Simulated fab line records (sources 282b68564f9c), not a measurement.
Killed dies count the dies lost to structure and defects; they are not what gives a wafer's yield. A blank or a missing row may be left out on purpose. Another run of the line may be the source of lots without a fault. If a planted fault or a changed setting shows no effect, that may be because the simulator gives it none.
Commonality check across tools    flow rit-cmos    45 wafers sampled across 15 lots

WHY THIS WAS OPENED
At RIT_CONTACT_THK_MEAS_01 the reading CONTACT_TEOS_THK is flagged on 3 of 15 lots. No-fault wafers: 400 nm, standard deviation 4.9.
Rule: a lot gets a flag if all its wafers with a number sit over 4 standard deviations from that mean, or if no wafer of it has a number. The other lots count as sound.

lot   measured     on             CONTACT_TEOS_THK (nm), wafer by wafer  flag
L108  day 3 04:43  film-metro-01  395 400 401                            
L109  day 3 09:11  film-metro-01  394 393 397                            
L110  day 3 22:40  film-metro-01  404 401 403                            
L113  day 4 09:24  film-metro-04  397 408 405                            
L115  day 4 20:29  film-metro-03  394 395 400                            
L116  day 4 21:11  film-metro-04  797 811 809                            FLAGGED
L117  day 5 05:17  film-metro-04  786 811 800                            FLAGGED
L119  day 5 15:25  film-metro-04  407 404 402                            
L120  day 5 20:55  film-metro-04  796 798 800                            FLAGGED
L123  day 6 10:50  film-metro-01  400 397 407                            
L124  day 6 15:52  film-metro-03  396 398 397                            
L126  day 7 02:29  film-metro-01  396 405 411                            
L127  day 7 07:28  film-metro-03  393 391 402                            
L128  day 7 10:13  film-metro-04  398 395 401                            
L130  day 7 22:22  film-metro-01  397 407 401                            
Average over the flagged lots: 801 nm; offset from the usual +401 nm, equal to +82 standard deviations.

WHICH TOOL RAN EACH LOT
The record holds 1 process step before the reading, out of a route of 202 steps. Every cell lists first the tool, next ch and the chambers used by the sampled wafers, and last the start.
lot   flag     RIT_CONTACT_CVD_00
L108           pecvd-02 ch 0,1, day 3 04:39
L109           pecvd-04 ch 0,1,2, day 3 09:08
L110           pecvd-01 ch 0,1,2, day 3 22:37
L113           pecvd-01 ch 0,2, day 4 09:20
L115           pecvd-04 ch 1,2, day 4 20:25
L116  FLAGGED  pecvd-01 ch 1,2, day 4 20:54
L117  FLAGGED  pecvd-02 ch 0,1, day 5 05:01
L119           pecvd-01 ch 0,1,2, day 5 15:22
L120  FLAGGED  pecvd-02 ch 0,1,2, day 5 20:38
L123           pecvd-02 ch 0,1,2, day 6 10:47
L124           pecvd-04 ch 0,1,2, day 6 15:49
L126           pecvd-02 ch 0,1,2, day 7 02:25
L127           pecvd-04 ch 0,1,2, day 7 07:25
L128           pecvd-01 ch 0,1,2, day 7 10:10
L130           pecvd-04 ch 0,2, day 7 22:17
What these steps do:
- RIT_CONTACT_CVD_00: deposits SiO2 from TEOS, target thk 400 nm, time 61 s.
- RIT_CONTACT_THK_MEAS_01

FLAGGED AGAINST TOTAL, ONE TOOL AT A TIME (gauges that did the reading follow at the end)
step                     tool           lots run  flagged  share of the flagged lots  sound lots run after its first flagged lot
RIT_CONTACT_CVD_00       pecvd-01       5         1        some                       2 (L119,L128)
RIT_CONTACT_CVD_00       pecvd-02       5         2        some                       2 (L123,L126)
RIT_CONTACT_CVD_00       pecvd-04       5         0        none                       -
RIT_CONTACT_THK_MEAS_01  film-metro-01  6         0        none                       -
RIT_CONTACT_THK_MEAS_01  film-metro-03  3         0        none                       -
RIT_CONTACT_THK_MEAS_01  film-metro-04  6         3        all                        2 (L119,L128)

WHAT THE TABLE ALLOWS
1 row of the table ran every flagged lot: film-metro-04 at RIT_CONTACT_THK_MEAS_01.
- film-metro-04 at RIT_CONTACT_THK_MEAS_01: 3 of its 6 lots flagged. Lots that were sound ran on it after the first flagged one (L119, L128); a persistent fault on the entire tool would not allow that.
None of the table's rows ran every flagged lot and, after the first, no sound lot.

WHAT THE SIMULATOR PUT IN
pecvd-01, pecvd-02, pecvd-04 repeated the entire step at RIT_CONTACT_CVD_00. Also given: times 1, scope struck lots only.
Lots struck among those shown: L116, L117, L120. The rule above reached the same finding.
